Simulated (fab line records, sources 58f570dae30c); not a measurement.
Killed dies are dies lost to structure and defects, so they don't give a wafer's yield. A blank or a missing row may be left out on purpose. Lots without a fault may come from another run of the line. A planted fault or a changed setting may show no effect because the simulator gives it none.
One fault seen from 2 desks | flow berkeley_cmos170 | each desk has only its own numbers; what lay behind them comes last

THE TOOL OWNER'S DESK: rie_diel-01
The tool's own readings at UCB170_GATE_ETCH_14 (etches BARC in N2/H2): means of the sampled wafers that have a number, for each lot that ran on this tool. A lot is out of limits, marked OUT, if its mean lies more than 4 standard deviations from the usual mean; the brackets give that distance.
Columns: A = drypump_motor_current_A at UCB170_GATE_ETCH_14, usual 5.8 A; B = oes_product_au at UCB170_GATE_ETCH_14, usual 0.996 a.u.; C = throttle_valve_pct at UCB170_GATE_ETCH_14, usual 13.33 %
lot  | first seen here | A   | B     | C
L604 | day 5 17:07     | 5.8 | 0.989 | 13.47
L611 | day 7 10:10     | 5.5 | 0.983 | 13.41
L613 | day 7 18:04     | 6.1 | 0.991 | 13.40
L615 | day 8 14:08     | 5.6 | 0.995 | 13.31
L619 | day 9 17:11     | 5.8 | 0.986 | 13.47
This desk's finding: nothing out of limits on any of the 5 lots.

THE METROLOGY DESK
What the gauges read, lot by lot, whatever tool the lot ran on: means of the sampled wafers that have a number. A lot is out of limits, marked OUT, if its mean lies more than 4 standard deviations from the usual mean; the brackets give that distance.
Columns: A = NVT_OVL at UCB170_NVT_OVL_MEAS_06, usual 2 nm; B = cd_nm at UCB170_GATE_CD_MEAS_90, usual 349.5 nm; C = cd_nm at UCB170_CONTACT_CD_MEAS_90, usual 700.0 nm; D = V1_OVL at UCB170_V1_OVL_MEAS_13, usual 0 nm
lot  | first seen here | A  | B     | C     | D
L604 | day 5 02:46     | 7  | 350.5 | 699.8 | 0
L606 | day 5 13:15     | 3  | 350.8 | 700.5 | 0
L609 | day 6 12:32     | 6  | 351.5 | 701.8 | -3
L610 | day 6 12:47     | 8  | 350.6 | 700.2 | 3
L612 | day 6 22:14     | -5 | 349.4 | 698.3 | 3
L611 | day 6 22:20     | 2  | 348.8 | 702.2 | -6
L613 | day 6 22:36     | 0  | 346.3 | 700.7 | 8
L614 | day 7 21:55     | 6  | 347.4 | 699.8 | 2
L615 | day 7 22:11     | 4  | 349.9 | 700.8 | -5
L616 | day 8 02:04     | -1 | 348.9 | 699.7 | -3
L618 | day 8 13:46     | -7 | 349.4 | 700.0 | 2
L619 | day 9 02:34     | -1 | 352.8 | 698.3 | 2
L627 | day 10 06:16    | 2  | 346.0 | 699.1 | -7
This desk's finding: nothing out of limits on any of the 13 lots.

PUT TOGETHER
The tool owner's desk saw nothing out of limits.
The metrology desk saw nothing out of limits.

WHAT THE SIMULATOR HAD PUT IN
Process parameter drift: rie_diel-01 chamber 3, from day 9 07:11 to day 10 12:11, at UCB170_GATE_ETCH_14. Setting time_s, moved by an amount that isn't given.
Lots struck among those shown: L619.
